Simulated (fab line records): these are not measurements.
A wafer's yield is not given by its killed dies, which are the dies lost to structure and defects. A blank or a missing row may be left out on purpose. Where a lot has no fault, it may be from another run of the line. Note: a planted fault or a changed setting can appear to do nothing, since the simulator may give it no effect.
Comparing a struck lot with a sound one || flow ritCmos || 15 out of 202 route steps
Sound: the wafers L599.1, L599.2, L599.5. Wafers L607.1, L607.3, L607.4 were the ones struck. At the end, the cause is stated.
Each step with rows lists, per side, the tool, then ch with its chambers, then its first start. Under that, the readings that differ: sound wafers || struck wafers || difference of the means || sigmas: that difference in standard deviations of wafers without a fault.
alike: words and numbers the same on both sides, and readings whose means are apart by under 2 such deviations; not compared: readings that were withheld, readings missing a value for some wafer, numbers with overlapping values and no deviation given by the record, and bounds like >300 which may hide the same value.
Wherever a step has rows on one side only, a row that says differs or no value, or a row with sigmas, the two part there. Numbers that have no deviation but don't overlap get no sigmas and don't part them. Lack of a reading on every wafer of one side parts them only where that side has two or more wafers.

RIT_ACTIVE_BOW_MEAS_00:
  sound on filmMetro-01 at day 1 15:00; struck on filmMetro-01 at day 3 07:00
  alike: INCOMING_BOW
then, 1 step without rows for these wafers: RIT_ACTIVE_OXIDATION_01 (target thk 46.8 nm, ox time 3200 s).
RIT_ACTIVE_THK_MEAS_02:
  sound on filmMetro-02 at day 1 17:56; struck on filmMetro-01 at day 3 10:11
  alike: ACTIVE_OXIDE_THK
then, 1 step without rows for these wafers: RIT_ACTIVE_CVD_03 (deposits Si3N4 from SiH2Cl2/NH3, target thk 150 nm, time 1500 s).
RIT_ACTIVE_THK_MEAS_04:
  sound on filmMetro-02 at day 1 19:25; struck on filmMetro-02 at day 3 11:40
  alike: ACTIVE_NITRIDE_THK
then, 3 steps without rows for these wafers: RIT_ACTIVE_HMDS_05 (prime time 60 s); RIT_ACTIVE_COAT_06 (resist thk 1000 nm); RIT_ACTIVE_SOFTBAKE_07 (time 60 s).
RIT_ACTIVE_EXPOSE_08: exposes mask M1, target cd 1400 nm.
  sound on ilineStepper-02 ch 0, day 1 19:56; struck on ilineStepper-01 ch 0, day 3 12:17
{"reading": "exposureDoseMJCm2", "sound": "223.33 223.48 223.53", "struck": "261.86 262.21 261.83", "difference": "+38.52", "sigmas": "+99 or more"}
  alike: mask
next, for these wafers, 1 step has no rows: RIT_ACTIVE_PEB_09.
RIT_ACTIVE_DEVELOP_10: develop time 51 s.
  sound: lithoTrack-03 ch 0; struck: lithoTrack-02 ch 0
{"reading": "model.ACTIVE.cdNm (nm)", "sound": "1397 1398 1400", "struck": "1354 1356 1354", "difference": -44, "sigmas": ""}
RIT_ACTIVE_CD_MEAS_11 targets a cd of 1400 nm.
  sound on cdSem-01 at day 1 20:20; struck on cdSem-02 at day 3 14:31
{"reading": "cdNm (nm)", "sound": "1396.7 1397.4 1399.7", "struck": "1354.3 1355.9 1354.5", "difference": -43.0, "sigmas": -18}
  not compared: hold
RIT_ACTIVE_ETCH_13: etches Si3N4 in SF6, stops on SiO2, time 210 s, target depth 210 nm.
  sound on rieDiel-01 ch 0,1, day 1 20:36; struck on rieDiel-03 ch 0,1,2, day 3 16:12
{"reading": "model.ACTIVE.cdNm (nm)", "sound": "1397 1398 1400", "struck": "1354 1356 1354", "difference": -44, "sigmas": ""}
  alike: chamberPressureMTorr, drypumpMotorCurrentA, oesProductAu, throttleValvePct
  not compared: rfHoursCounterH
RIT_ACTIVE_STRIP_14: strips in O2, time 180 s.
  sound on plasmaAsher-03 ch 0,1, day 1 20:44; struck on plasmaAsher-03 ch 0,1, day 3 16:20
  alike: chamberPressureMTorr, drypumpMotorCurrentA
  not compared: rfHoursCounterH
-- the record jumps here: 2 days lie between the struck wafers' starts before and after (it left off in module ACTIVE and takes up again in module M1, whose first step shown is number 202 of the route) --
RIT_M1_PROBE_99:
  sound on prober-01 at day 3 13:22; struck on prober-01 at day 5 18:59
{"reading": "killed_at_M0_to_M3", "sound": "0 0 0", "struck": "0 2 0", "difference": "+1", "sigmas": "+4"}
  alike: killedAtContacts, killedAtFrontEnd, killedDies, killedOpen, killedShort

WHERE THEY PART
Last at RIT_M1_PROBE_99 as far as this record goes, first at RIT_ACTIVE_EXPOSE_08.

WHY: what the simulator had put in
Drift in process parameters on ilineStepper-01 at RIT_ACTIVE_EXPOSE_08, starting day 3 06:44. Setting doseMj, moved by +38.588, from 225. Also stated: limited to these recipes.
